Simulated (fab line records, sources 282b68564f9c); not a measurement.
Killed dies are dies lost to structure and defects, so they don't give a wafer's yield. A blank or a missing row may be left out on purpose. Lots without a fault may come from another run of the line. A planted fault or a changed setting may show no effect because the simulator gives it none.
fab line records | flow rit_cmos
record lots=14 wafers=42 last_day=7
route steps=202 shown PSD@144 M1@202
lots that met no fault: from a run of the same line without faults
start_h: hours from the record's first day to the start of the lot's first wafer shown | wait_h: hours since the lot's step before | " the same as in the row above | L1.1+2: a row that stands for several wafers | - no value, or no start given | * or withheld: withheld | < > ~ a bound
route shown NAME@n: a module of which the file shows steps, and the number in the route of the first | usual: mean/standard deviation of fault-free wafers | same: alike in all rows | chamber/n: place in a boat | sites: the reading at each site | _std_site: their standard deviation | _edge_site: outer sites' mean less inner sites' | radius_mm: how far each site lies from the wafer's centre | mask NAME#n: copy n | behind: the tool/chamber that last shaped the wafer | hold: why the lot was held/for how many hours/how that ended | device: the transistor (n, p or np) that didn't switch | end of line: the same wafers' tests at the end of the route | a step without rows: its recipe alone | killed: dies lost to structure and defects at the first sort, not the wafer's yield | map: a wafer's dies, x killed, . not, _ none there
set.NAME: the setting as run; set.NAME@STEP: as run at that earlier step | model.NAME: the simulator's own value behind a step, which no gauge read
steps of the route over a sample of lots; a table a step, a row a wafer
## steps
# step RIT_PSD_SOFTBAKE_02
# recipe resist=NOVOLAK temp_c=90 time_s=60
# usual exhaust_pa=45.0/1 heater_power_total_W=34.56/0.049 plate_temp_C=90.02/0.14
# columns lot.wafer tool chamber start_h wait_h exhaust_pa heater_power_total_W plate_temp_C
L235.1 litho_track-03 0 58.34 0.1 47.3 34.50 89.94
L235.3 " 0 " " 46.2 34.52 89.96
L235.6 " 0 " " 45.9 34.66 90.08
L236.1 litho_track-04 0 64.55 0.1 46.6 34.58 90.32
L236.3 " 0 " " 45.3 34.60 89.93
L236.6 " 0 " " 45.5 34.69 90.25
L237.2 litho_track-04 0 65.95 0.1 46.9 34.63 90.16
L237.5 " 0 " " 46.2 34.57 89.99
L237.6 " 0 " " 46.0 34.54 89.98
L238.4 litho_track-04 0 70.52 0.1 45.6 34.45 90.12
L238.5 " 0 " " 44.9 34.57 90.15
L238.6 " 0 " " 45.0 34.56 90.04
L239.1 litho_track-04 0 71.94 0.1 45.6 34.62 89.76
L239.5 " 0 " " 43.8 34.45 90.06
L239.6 " 0 " " 46.1 34.55 90.33
L240.1 litho_track-04 0 74.58 0.1 47.2 34.56 90.17
L240.3 " 0 " " 45.8 34.59 90.36
L240.6 " 0 " " 45.9 34.52 89.98
L242.4 litho_track-04 0 88.46 0.1 44.6 34.57 90.10
L242.5 " 0 " " 42.9 34.63 89.92
L242.6 " 0 " " 44.4 34.61 90.04
L243.1 litho_track-01 0 90.59 0.1 44.2 34.55 89.94
L243.4 " 0 " " 44.6 34.61 89.81
L243.6 " 0 " " 44.6 34.68 90.19
L246.3 litho_track-01 0 113.94 0.1 45.7 34.52 89.91
L246.4 " 0 " " 44.5 34.47 89.73
L246.5 " 0 " " 44.7 34.56 90.01
L249.1 litho_track-01 0 123.47 0.1 44.6 35.67 92.11
L249.2 " 0 " " 44.4 35.76 91.94
L249.3 " 0 " " 45.3 35.67 92.13
L250.2 litho_track-01 0 128.95 0.1 45.0 35.69 92.22
L250.5 " 0 " " 45.4 35.74 92.24
L250.6 " 0 " " 45.5 35.60 92.09
L251.2 litho_track-04 0 134.21 0.1 46.9 34.56 90.07
L251.5 " 0 " " 45.7 34.63 89.98
L251.6 " 0 " " 46.4 34.62 89.99
L257.2 litho_track-04 0 164.28 0.1 44.3 34.64 90.37
L257.5 " 0 " " 43.5 34.61 90.02
L257.6 " 0 " " 44.6 34.57 90.03
L258.1 litho_track-03 0 169.66 0.1 45.8 34.59 89.96
L258.4 " 0 " " 45.9 34.64 90.28
L258.6 " 0 " " 46.5 34.48 90.19
# step RIT_M1_PROBE_99
# usual killed_at_contacts=0.1/0.27 killed_at_front_end=7/3.3 killed_dies=7/3.3 killed_open=3.5/2 killed_short=3.8/2.2
# same gross_dies=264 killed_at_M0_to_M3=0 killed_at_M4_up=0 killed_at_back_side=0 killed_at_other=0
# columns lot.wafer tool chamber start_h wait_h killed_at_contacts killed_at_front_end killed_dies killed_open killed_short
L249.1 prober-02 - 132.29 0.1 0 8 8 4 4
L249.2 prober-02 - 132.34 0.1 0 7 7 6 1
L249.3 prober-02 - 132.39 0.2 0 5 5 3 2
# killed by level:class
L249.1 FOX1:geometric_particle:short=2 FOX1:geometric_particle:open=2 FOX2:geometric_particle:open=1 GATE:geometric_particle:short=1 REOX:geometric_particle:open=1 SILICIDE:geometric_particle:short=1
L249.2 FOX1:geometric_particle:open=2 REOX:geometric_particle:open=2 FOX2:geometric_particle:open=1 GATE:geometric_particle:short=1 GATE:geometric_particle:open=1
L249.3 FOX2:geometric_particle:open=1 GATE:geometric_particle:short=1 SPACER:geometric_particle:open=1 SPACER:geometric_particle:short=1 SILICIDE:geometric_particle:open=1
## key
first_sign step=RIT_PSD_SOFTBAKE_02 reading=heater_power_total_W direction=up sigmas=23 usual=34.56 struck=35.69
effect step=RIT_PSD_SOFTBAKE_02 reading=plate_temp_C direction=up sigmas=15 usual=* struck=*
met_at RIT_PSD_SOFTBAKE_02
struck_lots L249,L250
tester_left_out L249,L250
onset_between 113.94 123.47
fault kind=process_parameter_drift tool=litho_track-01 chamber=- onset_h=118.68 steps=RIT_PSD_SOFTBAKE_02 channel=temp_c offset=* shape=step end_h=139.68 acts_in=* stated=*
# tester_left_out: of these lots the tester's yield and bins aren't shown, on N5 and GAA mostly nor the transistor test; their killed dies are dies lost to structure and defects alone, not to doping, threshold or leakage, so they don't give the yield
